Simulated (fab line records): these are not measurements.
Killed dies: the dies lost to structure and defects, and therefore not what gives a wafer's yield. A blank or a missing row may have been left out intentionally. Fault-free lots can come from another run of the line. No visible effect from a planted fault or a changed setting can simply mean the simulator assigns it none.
A struck lot beside a sound one -- flow ritCmos -- 15 steps out of a route of 202
Sound: wafers L566.1, L566.2, L566.4. Wafers L577.1, L577.2, L577.4 were the ones struck. The cause comes at the end.
At each step with rows: each side's tool, then ch and its chambers, then its first start. Under that, the readings that differ: sound wafers -- struck wafers -- difference of the means -- sigmas: that difference in standard deviations of wafers without a fault.
alike: a reading whose means differ by less than 2 such deviations, as well as words and numbers matching on both sides. not compared: withheld readings; readings where some wafer has no value; bounds like >300 that might hide an equal value; numbers whose values overlap and for which the record gives no deviation.
A row with sigmas, a row that says differs or no value, or rows on one side alone: a step with any of these is where the two part. Non-overlapping numbers with no deviation appear without sigmas and do not part them. A reading missing from all wafers of one side parts the sides only when that side holds two or more wafers.

first, 2 steps without rows for these wafers: RIT_SDANNEAL_CLEAN_01 (cleans in dHF, time 30 s); RIT_SDANNEAL_CLEAN_02 (cleans in SC2, time 600 s).
RIT_SDANNEAL_RTA_03: time 5 s.
  sound on rtpAnneal-02 ch 0, day 3 06:18; struck on rtpAnneal-01 ch 0, day 5 19:16
  alike: wafer_temp_C_max
RIT_SDANNEAL_RS_MEAS_04: the measuring method here is four-point-probe.
  sound on filmMetro-02, day 3 06:21; struck on filmMetro-03, day 5 19:19
  alike: PSD_RS
RIT_SDANNEAL_RS_MEAS_05: the measuring method here is four-point-probe.
  sound on filmMetro-02, day 3 06:28; struck on filmMetro-03, day 5 19:26
reading,sound,struck,difference,sigmas
NSD_RS (ohm/sq),84.22 83.97 84.19,84.87 84.88 84.94,+0.77,+3
RIT_SDANNEAL_RS_MEAS_06: the measuring method here is four-point-probe.
  sound on filmMetro-02, day 3 06:35; struck on filmMetro-03, day 5 19:34
  alike: PLDD_RS
RIT_SDANNEAL_RS_MEAS_07: the measuring method here is four-point-probe.
  sound on filmMetro-02, day 3 06:43; struck on filmMetro-03, day 5 19:41
  alike: NLDD_RS
then, 1 step without rows for these wafers: RIT_SILICIDE_WET_ETCH_00 (etches SiO2 in BOE, target depth 14 nm, time 15 s).
RIT_SILICIDE_SPUTTER_01: material Ti, target thk 30 nm, time 240 s.
  sound on pvdSputter-02, day 3 06:51; struck on pvdSputter-04, day 5 19:49
reading,sound,struck,difference,sigmas
chamberPressurePa (Pa),0.6626 0.6642 0.6646,0.6662 0.6673 0.6680,+0.0034,+3
  alike: throttleValvePct
RIT_SILICIDE_RS_MEAS_02: the measuring method here is four-point-probe.
  sound on filmMetro-03, day 3 07:00; struck on filmMetro-01, day 5 19:58
  alike: SILICIDE_TI_RS
RIT_SILICIDE_THK_MEAS_03: measures by xrf.
  sound on filmMetro-03, day 3 07:07; struck on filmMetro-01, day 5 20:05
  alike: SILICIDE_TI_THK
RIT_SILICIDE_RTA_04: time 10 s, ramp up 5 s, ramp down 5 s.
  sound on rtpAnneal-01 ch 0, day 3 07:11; struck on rtpAnneal-02 ch 0, day 5 20:08
reading,sound,struck,difference,sigmas
wafer_temp_C_max,654.5 653.7 654.8,652.1 651.6 652.7,-2.2,-2
RIT_SILICIDE_WET_ETCH_05: etches Ti in SPM, time 120 s.
  sound on wetBench-01 ch 2, day 3 07:14; struck on wetBench-03 ch 0, day 5 20:13
reading,sound,struck,difference,sigmas
runLengthS (s),145.2 145.2 145.2,103.9 103.9 103.9,-41.3,-17
RIT_SILICIDE_RTA_06: time 10 s, ramp up 5 s, ramp down 10 s.
  sound on rtpAnneal-02 ch 0, day 3 07:17; struck on rtpAnneal-01 ch 0, day 5 20:15
  alike: wafer_temp_C_max
RIT_M1_PROBE_99:
  sound on prober-02, day 3 13:37; struck on prober-01, day 6 02:56
reading,sound,struck,difference,sigmas
model.etest.pmos_0p15.gateLog10ACm2,-6.875 -7.058 -6.9,-1.844 -1.911 -1.862,+5.072,
model.etest.nmosNarrow.offLog10AUm,-13.02 -13.13 -13.08,-8.844 -8.911 -8.862,+4.204,
model.etest.nmos_0p3.offLog10AUm,-13.1 -13.04 -13.02,-8.844 -8.911 -8.862,+4.181,
model.etest.gateEndArray.leakLog10AUm,-12.93 -12.79 -12.85,-8.678 -8.772 -8.665,+4.152,
model.etest.pmos_0p3.offLog10AUm,-12.94 -12.93 -12.89,-8.844 -8.911 -8.862,+4.048,
model.etest.pmosNarrow.offLog10AUm,-12.86 -12.82 -12.88,-8.844 -8.911 -8.862,+3.981,
model.etest.nmos_0p15.gateLog10ACm2,-5.965 -5.944 -5.659,-1.844 -1.911 -1.862,+3.984,
model.etest.gateToDiffusionComb.leakLog10AUm,-12.7 -12.71 -12.48,-8.842 -8.941 -8.9,+3.736,
  alike: killedAtFrontEnd, killedDies, killedOpen, killedShort

WHERE THEY PART
Earliest at RIT_SDANNEAL_RS_MEAS_05; latest, in this record, at RIT_SILICIDE_WET_ETCH_05. Later steps at which nothing parts them and some readings are alike: RIT_SILICIDE_RTA_06, RIT_M1_PROBE_99.

WHY: what the simulator had put in
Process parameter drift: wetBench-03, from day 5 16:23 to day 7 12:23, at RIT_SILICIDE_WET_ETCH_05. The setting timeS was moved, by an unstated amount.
